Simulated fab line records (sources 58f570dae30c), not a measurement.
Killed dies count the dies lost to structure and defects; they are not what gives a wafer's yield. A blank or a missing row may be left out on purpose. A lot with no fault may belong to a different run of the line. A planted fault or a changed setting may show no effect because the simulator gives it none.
Which tool is to blame?	flow berkeley-cmos170	Sampling: 15 lots, 45 wafers, 4 of 331 route steps

== WHAT THE GAUGES SHOWED, per wafer ==
UCB170_PSD_OVL_MEAS_07.
lot	measured	on	PSD_OVL (nm)
L492	day 7 02:31	overlay-01	-7 -12 -6
L494	day 7 02:35	overlay-02	3 6 4
L495	day 7 03:11	overlay-02	-12 -5 -10
L496	day 7 03:15	overlay-01	0 -3 4
L498	day 7 17:58	overlay-01	-11 -13 -18
L499	day 8 01:05	overlay-01	-20 -17 -16
L502	day 9 01:58	overlay-02	1 4 4
L508	day 9 22:26	overlay-01	-1 0 -10
L509	day 9 22:43	overlay-01	-9 -12 -15
L507	day 9 22:26	overlay-02	-8 -1 -10
L506	day 9 22:59	overlay-01	2 1 8
L512	day 10 17:46	overlay-01	-3 2 0
L511	day 10 17:53	overlay-01	-3 1 -6
L513	day 10 18:02	overlay-02	-14 -8 -4
L515	day 10 21:50	overlay-01	-2 -4 4

UCB170_CONTACT_THK_MEAS_02.
lot	measured	on	CONTACT_PSG_THK (nm)
L492	day 7 10:35	film-metro-03	694 694 692
L494	day 7 11:55	film-metro-03	686 693 691
L495	day 7 11:55	film-metro-01	693 696 697
L496	day 7 11:56	film-metro-02	704 705 703
L498	day 7 23:50	film-metro-03	692 696 695
L499	day 8 07:53	film-metro-01	698 699 693
L502	day 9 07:47	film-metro-01	698 700 697
L508	day 10 05:22	film-metro-03	688 691 689
L509	day 10 05:22	film-metro-01	706 710 708
L507	day 10 05:22	film-metro-02	695 702 693
L506	day 10 05:26	film-metro-03	698 690 697
L512	day 11 01:25	film-metro-03	862 863 862
L511	day 11 01:25	film-metro-02	865 861 860
L513	day 11 01:25	film-metro-01	858 858 859
L515	day 11 04:34	film-metro-03	701 707 702

== WHICH TOOL RAN EACH LOT (tool, then ch and the chambers of the sampled wafers, then the start) ==
lot	UCB170_GATE_STRIP_16	UCB170_CONTACT_CVD_01
L492	plasma-asher-04 ch 0,1, day 6 11:03	lpcvd-02 ch 1, day 7 08:49
L494	plasma-asher-01 ch 0,1, day 6 11:17	lpcvd-01 ch 0, day 7 10:08
L495	plasma-asher-02 ch 0,1, day 6 17:37	lpcvd-01 ch 0, day 7 10:08
L496	plasma-asher-04 ch 0,1, day 6 17:58	lpcvd-01 ch 0, day 7 10:08
L498	plasma-asher-02 ch 0,1, day 7 06:37	lpcvd-02 ch 1, day 7 22:02
L499	plasma-asher-01 ch 0,1, day 7 14:03	lpcvd-02 ch 0, day 8 06:06
L502	plasma-asher-02 ch 0,1, day 8 16:49	lpcvd-02 ch 0, day 9 05:59
L508	plasma-asher-02 ch 0,1, day 9 12:15	lpcvd-01 ch 0, day 10 03:35
L509	plasma-asher-04 ch 0,1, day 9 12:29	lpcvd-01 ch 0, day 10 03:35
L507	plasma-asher-01 ch 0,1, day 9 12:37	lpcvd-01 ch 1, day 10 03:35
L506	plasma-asher-02 ch 0,1, day 9 12:51	lpcvd-01 ch 1, day 10 03:35
L512	plasma-asher-04 ch 0,1, day 10 05:30	lpcvd-01 ch 1, day 10 23:38
L511	plasma-asher-04 ch 0, day 10 05:46	lpcvd-01 ch 1, day 10 23:38
L513	plasma-asher-01 ch 0,1, day 10 05:53	lpcvd-01 ch 0, day 10 23:38
L515	plasma-asher-02 ch 0,1, day 10 12:23	lpcvd-02 ch 1, day 11 02:47
- UCB170_GATE_STRIP_16: strips in O2.
- UCB170_CONTACT_CVD_01: deposits PSG from SiH4/O2/PH3, target thk 700 nm, time 2820 s.

== AS READ BY THE TOOLS THEMSELVES (means over the sampled wafers that have a number; for cases with no such wafer, the mark the record gives instead) ==
UCB170_GATE_STRIP_16.
lot	tool	drypump-motor-current-A (A)	oes-product-au (a.u.)
L492	plasma-asher-04	5.6	0.721
L494	plasma-asher-01	5.9	0.723
L495	plasma-asher-02	5.4	0.725
L496	plasma-asher-04	5.6	0.727
L498	plasma-asher-02	5.4	0.723
L499	plasma-asher-01	5.9	0.722
L502	plasma-asher-02	5.6	0.724
L508	plasma-asher-02	5.4	0.726
L509	plasma-asher-04	5.5	0.725
L507	plasma-asher-01	5.4	0.725
L506	plasma-asher-02	5.6	0.722
L512	plasma-asher-04	5.5	0.726
L511	plasma-asher-04	5.7	0.723
L513	plasma-asher-01	5.9	0.726
L515	plasma-asher-02	5.6	0.723

UCB170_CONTACT_CVD_01.
lot	tool	pressure-mtorr (mTorr)	spike-tc-source-C (C)	susceptor-temp-C (C)
L492	lpcvd-02	300.0	469	450.07
L494	lpcvd-01	299.7	469	449.97
L495	lpcvd-01	298.9	469	450.13
L496	lpcvd-01	300.7	468	450.07
L498	lpcvd-02	299.6	470	449.93
L499	lpcvd-02	300.2	473	450.15
L502	lpcvd-02	299.9	474	450.28
L508	lpcvd-01	299.9	469	449.66
L509	lpcvd-01	299.4	469	449.88
L507	lpcvd-01	299.5	462	450.06
L506	lpcvd-01	299.2	462	449.87
L512	lpcvd-01	449.9	462	450.10
L511	lpcvd-01	451.3	462	449.92
L513	lpcvd-01	449.6	468	450.32
L515	lpcvd-02	299.8	469	449.95

== THE ANSWER, worked out from the rows above alone ==
Rule: usual is defined by the lots themselves. The widest of any qualifying gaps counts: lots, ordered by their means at a reading, are off when they make up no more than a third of the lots, leave a main group of 4 or more, and stand apart from it by 3 or more times the standard deviation of that group's means. Not used: any main group whose means are identical at the precision the tables above print for the reading. Also off: a lot with no number at a reading for which 4 or more lots have one. Any other lot the step has rows for is counted as sound. After the gauges, taken in route order, come the tools' own readings; for these a lot's mean is taken, as printed above. At the first step where some lot is off, the reading lying furthest off is the one used; lots without a number count as furthest.
Off: L512, L511, L513, at UCB170_CONTACT_THK_MEAS_02 (CONTACT_PSG_THK). Mean 697 nm and standard deviation 5.4 in the main group.
A tool fits if, at a process step before that reading, it ran every lot that is off, and no sound lot after the first of them. Not tried: the gauges at UCB170_CONTACT_THK_MEAS_02; whatever is off there is also off at UCB170_CONTACT_CVD_01, on other tools, and gauge error can't account for it. One candidate fits, namely lpcvd-01 at UCB170_CONTACT_CVD_01. A fault onset in the window from L506 (day 10 03:35, its last sound lot) to L511 (day 10 23:38, its first lot off) fits.
On the lots that are off, the tool's own readings at UCB170_CONTACT_CVD_01 differ by more than 5 times the standard deviation of the sound lots' means, which bears it out; pressure-mtorr reads 450.3 mTorr there versus 299.7 mTorr on the sound lots.

== WHAT THE SIMULATOR PUT IN ==
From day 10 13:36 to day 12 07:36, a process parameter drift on lpcvd-01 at UCB170_CONTACT_CVD_01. The setting pressure-mtorr was moved by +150, starting from 300. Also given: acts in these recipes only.
Lots struck among those shown: L512, L511, L513. This agrees with what the rule above found.
